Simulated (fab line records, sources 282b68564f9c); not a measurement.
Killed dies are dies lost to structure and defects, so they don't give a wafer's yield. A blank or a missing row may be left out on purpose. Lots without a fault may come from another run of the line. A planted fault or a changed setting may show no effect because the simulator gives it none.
fab line records | flow rit_cmos
record lots=7 wafers=21 last_day=8
route steps=202 shown SILICIDE@161 CONTACT@168
lots that met no fault: from a run of the same line without faults
start_h: hours from the record's first day to the start of the lot's first wafer shown | wait_h: hours since the lot's step before | " the same as in the row above | L1.1+2: a row that stands for several wafers | - no value, or no start given | * or withheld: withheld | < > ~ a bound
route shown NAME@n: a module of which the file shows steps, and the number in the route of the first | usual: mean/standard deviation of fault-free wafers | same: alike in all rows | chamber/n: place in a boat | sites: the reading at each site | _std_site: their standard deviation | _edge_site: outer sites' mean less inner sites' | radius_mm: how far each site lies from the wafer's centre | mask NAME#n: copy n | behind: the tool/chamber that last shaped the wafer | hold: why the lot was held/for how many hours/how that ended | device: the transistor (n, p or np) that didn't switch | end of line: the same wafers' tests at the end of the route | a step without rows: its recipe alone | killed: dies lost to structure and defects at the first sort, not the wafer's yield | map: a wafer's dies, x killed, . not, _ none there
set.NAME: the setting as run; set.NAME@STEP: as run at that earlier step | model.NAME: the simulator's own value behind a step, which no gauge read
lots at some steps of the route; a table a step, a row a wafer
services: from which hour (start_h, from the record's first day; less than 0 if before it) a tool's chamber was out of use, for how many hours, and why
## steps
# step RIT_SILICIDE_WET_ETCH_00
# recipe chemistry=BOE target=SiO2 target_depth_nm=14 time_s=15 dry=n2_spin dilution=10:1 temp_c=21.5
# step RIT_SILICIDE_SPUTTER_01
# recipe material=Ti target_thk_nm=30 power_w=350 chamber_pressure_pa=0.667 gas=Ar time_s=240 substrate_temp_c=25
# usual throttle_valve_pct=30.4/0.98
# columns lot.wafer tool chamber start_h wait_h throttle_valve_pct
L597.1 pvd_sputter-02 - 56.62 0.0 30.4
L597.4 " - " " 29.3
L597.6 " - " " 30.2
L600.1 pvd_sputter-02 - 67.75 0.0 30.6
L600.3 " - " " 28.6
L600.5 " - " " 30.0
L603.2 pvd_sputter-04 - 79.88 0.0 29.7
L603.3 " - " " 31.2
L603.5 " - " " 29.7
L615.2 pvd_sputter-04 - 150.46 0.0 29.5
L615.5 " - " " 29.6
L615.6 " - " " 31.4
L616.2 pvd_sputter-02 - 152.37 0.0 30.4
L616.3 " - " " 31.4
L616.4 " - " " 28.9
L617.2 pvd_sputter-04 - 159.32 0.0 30.3
L617.3 " - " " 31.0
L617.4 " - " " 29.8
L620.4 pvd_sputter-03 - 175.80 0.0 29.4
L620.5 " - " " 29.4
L620.6 " - " " 32.4
# step RIT_SILICIDE_RS_MEAS_02
# recipe thk_meas_gauge=four-point-probe reads=Ti_of_SILICIDE_SPUTTER_01
# usual SILICIDE_TI_RS=48.1/0.76
# columns lot.wafer tool chamber start_h wait_h SILICIDE_TI_RS[ohm/sq]
L597.1 film_metro-03 - 56.77 0.1 48.3
L597.4 " - " " 47.4
L597.6 " - " " 47.3
L600.1 film_metro-03 - 67.90 0.1 48.9
L600.3 " - " " 47.9
L600.5 " - " " 47.7
L603.2 film_metro-02 - 80.05 0.1 49.9
L603.3 " - " " 49.0
L603.5 " - " " 49.5
L615.2 film_metro-03 - 150.63 0.1 48.1
L615.5 " - " " 48.1
L615.6 " - " " 47.1
L616.2 film_metro-02 - 152.54 0.1 48.3
L616.3 " - " " 48.7
L616.4 " - " " 48.8
L617.2 film_metro-02 - 159.49 0.1 47.7
L617.3 " - " " 47.2
L617.4 " - " " 47.9
L620.4 film_metro-02 - 176.01 0.1 47.3
L620.5 " - " " 47.1
L620.6 " - " " 47.3
# step RIT_SILICIDE_THK_MEAS_03
# recipe thk_meas_gauge=xrf reads=Ti_of_SILICIDE_SPUTTER_01
# usual SILICIDE_TI_THK=30.4/0.41
# columns lot.wafer tool chamber start_h wait_h SILICIDE_TI_THK[nm]
L597.1 film_metro-03 - 56.89 0.1 30.4
L597.4 " - " " 30.7
L597.6 " - " " 31.0
L600.1 film_metro-03 - 68.02 0.1 30.1
L600.3 " - " " 30.5
L600.5 " - " " 30.6
L603.2 film_metro-02 - 80.16 0.1 29.6
L603.3 " - " " 30.1
L603.5 " - " " 29.8
L615.2 film_metro-03 - 150.74 0.1 30.3
L615.5 " - " " 30.3
L615.6 " - " " 30.8
L616.2 film_metro-02 - 152.65 0.1 30.3
L616.3 " - " " 30.2
L616.4 " - " " 30.0
L617.2 film_metro-02 - 159.60 0.1 30.6
L617.3 " - " " 30.9
L617.4 " - " " 30.5
L620.4 film_metro-02 - 176.10 0.1 31.0
L620.5 " - " " 31.0
L620.6 " - " " 30.8
# step RIT_SILICIDE_RTA_04
# recipe temp_c=650 time_s=10 idle_temp_c=25 ramp_up_s=5 ramp_down_s=5 cool_to_c=25 ambient=N2
# usual wafer_temp_C_max=653.0/0.77
# columns lot.wafer tool chamber start_h wait_h wafer_temp_C_max
L597.1 rtp_anneal-01 0 56.95 0.1 653.2
L597.4 " 0 " " 653.7
L597.6 " 0 " " 654.3
L600.1 rtp_anneal-02 0 68.08 0.1 651.9
L600.3 " 0 " " 653.1
L600.5 " 0 " " 652.5
L603.2 rtp_anneal-01 0 80.22 0.1 653.7
L603.3 " 0 " " 653.3
L603.5 " 0 " " 652.5
L615.2 rtp_anneal-02 0 150.81 0.1 652.9
L615.5 " 0 " " 652.8
L615.6 " 0 " " 653.2
L616.2 rtp_anneal-01 0 152.72 0.1 654.0
L616.3 " 0 " " 653.8
L616.4 " 0 " " 653.3
L617.2 rtp_anneal-02 0 159.66 0.1 652.8
L617.3 " 0 " " 652.4
L617.4 " 0 " " 651.6
L620.4 rtp_anneal-01 0 176.16 0.1 653.5
L620.5 " 0 " " 655.2
L620.6 " 0 " " 653.1
# step RIT_SILICIDE_WET_ETCH_05
# recipe chemistry=SPM target=Ti temp_c=90 time_s=120 dry=n2_spin
# step RIT_SILICIDE_RTA_06
# recipe temp_c=750 time_s=10 idle_temp_c=25 ramp_up_s=5 ramp_down_s=10 cool_to_c=25 ambient=N2
# usual wafer_temp_C_max=753.4/0.91
# columns lot.wafer tool chamber start_h wait_h wafer_temp_C_max
L597.1 rtp_anneal-02 0 57.06 0.0 753.0
L597.4 " 0 " " 753.0
L597.6 " 0 " " 752.2
L600.1 rtp_anneal-01 0 68.23 0.0 754.3
L600.3 " 0 " " 753.4
L600.5 " 0 " " 754.8
L603.2 rtp_anneal-02 0 80.33 0.0 752.0
L603.3 " 0 " " 752.5
L603.5 " 0 " " 752.7
L615.2 rtp_anneal-01 0 150.91 0.0 754.4
L615.5 " 0 " " 753.8
L615.6 " 0 " " 753.8
L616.2 rtp_anneal-02 0 152.82 0.0 753.5
L616.3 " 0 " " 752.7
L616.4 " 0 " " 753.2
L617.2 rtp_anneal-01 0 159.77 0.0 755.1
L617.3 " 0 " " 753.8
L617.4 " 0 " " 754.8
L620.4 rtp_anneal-02 0 176.31 0.0 752.1
L620.5 " 0 " " 752.0
L620.6 " 0 " " 751.4
# step RIT_CONTACT_CVD_00
# recipe material=SiO2 target_thk_nm=400 precursor=TEOS temp_c=390 time_s=61 rf_w=400
# usual heater_power_w=320/62 rf_fwd_power_W=396.8/1.8
# columns lot.wafer tool chamber start_h wait_h heater_power_w rf_fwd_power_W since_wet_clean_h
L597.1 pecvd-04 0 57.12 0.1 290 395.4 1003
L597.4 " 2 " " 455 395.2 -
L597.6 " 0 " " 293 395.6 -
L600.1 pecvd-04 1 68.30 0.1 390 399.8 1014
L600.3 " 0 " " 285 394.1 1014
L600.5 " 1 " " 285 398.3 -
L603.2 pecvd-04 1 80.39 0.0 300 397.1 1026
L603.3 " 2 " " 463 396.8 1026
L603.5 " 1 " " 315 395.9 -
L615.2 pecvd-04 0 150.97 0.0 279 395.4 1097
L615.5 " 2 " " 464 398.7 -
L615.6 " 0 " " 299 395.7 -
L616.2 pecvd-03 2 152.88 0.0 289 397.9 708
L616.3 " 1 " " 249 395.8 -
L616.4 " 2 " " 300 397.6 -
L617.2 pecvd-01 2 159.82 0.0 309 396.1 311
L617.3 " 1 " " 397 396.8 311
L617.4 " 1 " " 301 394.1 -
L620.4 pecvd-01 2 176.37 0.0 296 397.1 -
L620.5 " 1 " " 402 392.9 -
L620.6 " 0 " " 290 393.9 -
# step RIT_CONTACT_THK_MEAS_01
# recipe reads=SiO2_of_CONTACT_CVD_00
# usual CONTACT_TEOS_THK=399/5.4
# columns lot.wafer tool chamber start_h wait_h CONTACT_TEOS_THK[nm]
L597.1 film_metro-02 - 57.17 0.0 398
L597.4 " - " " 404
L597.6 " - " " 405
L600.1 film_metro-04 - 68.35 0.0 397
L600.3 " - " " 403
L600.5 " - " " 404
L603.2 film_metro-01 - 80.45 0.0 394
L603.3 " - " " 398
L603.5 " - " " 395
L615.2 film_metro-01 - 151.03 0.0 393
L615.5 " - " " 415
L615.6 " - " " 405
L616.2 film_metro-01 - 152.96 0.1 393
L616.3 " - " " 398
L616.4 " - " " 399
L617.2 film_metro-01 - 159.88 0.0 393
L617.3 " - " " 402
L617.4 " - " " 408
L620.4 film_metro-01 - 176.42 0.0 395
L620.5 " - " " 402
L620.6 " - " " 402
# step RIT_CONTACT_HMDS_02
# recipe prime_time_s=60 prime_temp_c=140
# step RIT_CONTACT_COAT_03
# recipe resist=NOVOLAK spin_rpm=3250 resist_thk_nm=1000
# step RIT_CONTACT_SOFTBAKE_04
# recipe resist=NOVOLAK temp_c=90 time_s=60
# step RIT_CONTACT_EXPOSE_05
# recipe mask_id=M11 na=0.6 source_shape=conventional sigma_outer=0.5 target_cd_nm=1000 dose_mj=250
# usual exposure_dose_mJ_cm2=247.29/0.24 focus_offset_nm=0.1/0.49 sigma_outer=0.5/0
# columns lot.wafer tool chamber start_h wait_h mask exposure_dose_mJ_cm2 focus_offset_nm sigma_outer
L597.1 iline_stepper-02 0 57.82 0.2 M11#0 247.09 0.2 0.5
L597.4 " 0 " " M11#0 247.36 0.5 0.5
L597.6 " 0 " " M11#0 247.24 0.5 0.5
L600.1 iline_stepper-01 0 68.98 0.2 M11#0 247.14 -0.4 0.5
L600.3 " 0 " " M11#0 246.96 -0.1 0.5
L600.5 " 0 " " M11#0 247.40 -0.3 0.5
L603.2 iline_stepper-01 0 80.97 0.1 M11#0 247.59 0.9 0.5
L603.3 " 0 " " M11#0 247.52 0.0 0.5
L603.5 " 0 " " M11#0 247.01 0.5 0.5
L615.2 iline_stepper-02 - 151.67 0.2 M11#0 - - -
L615.5 " - " " M11#0 - - -
L615.6 " - " " M11#0 - - -
L616.2 iline_stepper-02 - 153.48 0.1 M11#0 - - -
L616.3 " - " " M11#0 - - -
L616.4 " - " " M11#0 - - -
L617.2 iline_stepper-02 - 160.40 0.1 M11#0 - - -
L617.3 " - " " M11#0 - - -
L617.4 " - " " M11#0 - - -
L620.4 iline_stepper-02 0 177.03 0.1 M11#0 247.19 -0.1 0.5
L620.5 " 0 " " M11#0 247.07 -0.1 0.5
L620.6 " 0 " " M11#0 247.28 0.2 0.5
# step RIT_CONTACT_PEB_06
# recipe resist=NOVOLAK temp_c=withheld time_s=withheld
## services
# columns tool chamber start_h hours kind
iline_stepper-01 - 39.28 4.4 pm
pvd_sputter-02 - 87.16 8.4 repair
pecvd-03 - 91.22 6.0 pm
rtp_anneal-01 - 102.32 4.2 pm
pvd_sputter-04 - 105.07 0.7 repair
pvd_sputter-04 - 114.59 4.7 repair
iline_stepper-02 - 119.07 1.7 pm
pvd_sputter-04 - 124.54 1.8 repair
pecvd-01 1 129.70 8.2 repair
iline_stepper-01 - 148.04 1.7 pm
pecvd-03 0 148.17 20.0 repair
iline_stepper-01 - 150.85 2.4 repair
## key
first_sign step=RIT_CONTACT_EXPOSE_05 reading=tool_record direction=missing
effect none on later readings
met_at RIT_CONTACT_EXPOSE_05
struck_wafers L615.2,L615.5,L615.6,L616.2,L616.3,L616.4,L617.2,L617.3,L617.4
later_rows_left_out L615.2,L615.5,L615.6,L616.2,L616.3,L616.4,L617.2,L617.3,L617.4
sort_left_out L615.2,L615.5,L615.6,L616.2,L616.3,L616.4,L617.2,L617.3,L617.4
tester_left_out L615,L616,L617
onset_between 57.82 151.67
fault kind=skipped_step_whole tool=iline_stepper-02 chamber=- onset_h=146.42 steps=RIT_CONTACT_EXPOSE_05 scope=struck_lots_only
# tester_left_out: of these lots the tester's yield and bins aren't shown, on N5 and GAA mostly nor the transistor test; their killed dies are dies lost to structure and defects alone, not to doping, threshold or leakage, so they don't give the yield
# sort_left_out: the simulated sort isn't trusted on such a fault, so these wafers' sort isn't shown, and their yield isn't known
# later_rows_left_out: the simulator's readings of these wafers behind a module that went badly wrong aren't trusted and aren't shown, but for the sort
